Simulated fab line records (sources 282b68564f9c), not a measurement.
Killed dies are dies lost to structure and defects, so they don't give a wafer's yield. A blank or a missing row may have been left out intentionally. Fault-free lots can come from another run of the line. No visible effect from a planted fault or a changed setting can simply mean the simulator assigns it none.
Problem report, 8D (eight disciplines) form, completed by code ; flow rit-cmos ; the parts of the form that need people (team, actions taken, sign-off) are left out

## 1. PROBLEM STATEMENT
PSD_RS at RIT_SDANNEAL_RS_MEAS_04 reads a mean of 72.61 ohm/sq on 9 wafers of 3 lots; wafers without a fault read 115.93 ohm/sq with a standard deviation of 0.29. That is -99 or more standard deviations from the usual mean.
The step: measures by four-point-probe.
Earliest sighting: wafer L614.1 on film-metro-04 at day 5 04:53. The record holds 45 wafers of 15 lots with a number at this step. By rule, "out" or "out of limits" means more than 4 standard deviations away from the usual mean. Any other wafer with a number is counted as sound.

## 2. WHAT IT IS, AND WHAT IT ISN'T
question;is;is not
which readings at this step;PSD_RS;-
which lots;L614, L616, L618;L604, L605, L606, L607, L608, L609, L610, L611, L612, L623, L625, L627
which wafers of those lots;all that have a number;-
read on which gauges;film-metro-03, film-metro-04;film-metro-02
when;from day 5 04:53;"up to then (27 sound wafers); but 9 sound wafers of L623, L625, L627 came after"

## 3. THE SUSPECTS, EACH WITH WHAT RULES IT OUT
Counting: a tool at any process step up to the reading remains a suspect when it ran all the lots that are out and ran no sound lot after the first of those.
- the gauge at RIT_SDANNEAL_RS_MEAS_04 is ruled out. 2 gauges (film-metro-03, film-metro-04) read the wafers that are out.
- rtp-anneal-01 at RIT_SDANNEAL_RTA_03 (time 5 s): kept. It ran every lot that is out, first L614 (day 5 04:50), and no sound lot after that; its last sound lot up to then is L612 (day 4 19:28).
Left after counting: rtp-anneal-01 at RIT_SDANNEAL_RTA_03.

## 4. THE CAUSE (what the simulator had put in)
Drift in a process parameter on rtp-anneal-01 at RIT_SDANNEAL_RTA_03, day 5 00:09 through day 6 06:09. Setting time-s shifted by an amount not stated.
This tool alone remained once counting was done.

## 5. THE CHAIN OF EFFECTS, in route order
One row per reading whose mean, taken over the struck wafers that have a number, lies over 3 standard deviations from the usual. Readings are gone through only where the record gives a usual standard deviation; hours: the median, over the lots, of the time from a lot's start at the first step in this table giving one to that lot's start at this step; sigmas: the change measured in usual standard deviations.
hours;step;reading;usual;on struck wafers;change;sigmas
0;RIT_SDANNEAL_RS_MEAS_04;PSD_RS;115.93 ohm/sq;72.61;-43.32;-99 or more
0;RIT_SDANNEAL_RS_MEAS_05;NSD_RS;84.45 ohm/sq;76.93;-7.52;-28
0;RIT_SDANNEAL_RS_MEAS_06;PLDD_RS;178.7 ohm/sq;141.5;-37.2;-85
0;RIT_SDANNEAL_RS_MEAS_07;NLDD_RS;151.7 ohm/sq;143.1;-8.6;-18

## 6. WHAT WOULD HAVE CAUGHT IT SOONER
In this record the first reading out of limits at a measuring or inspecting step was taken at day 5 04:53, 5 hours after the fault began at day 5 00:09.
An alarm limit of 4 standard deviations would not have fired on the tool readings at RIT_SDANNEAL_RTA_03 for which the record gives a usual standard deviation, since none of them was out on any struck wafer.
Among the 3 lots that are out, L616, L618 began RIT_SDANNEAL_RTA_03 on rtp-anneal-01 after day 5 04:53. A hold on the tool at that time would have spared those 2.
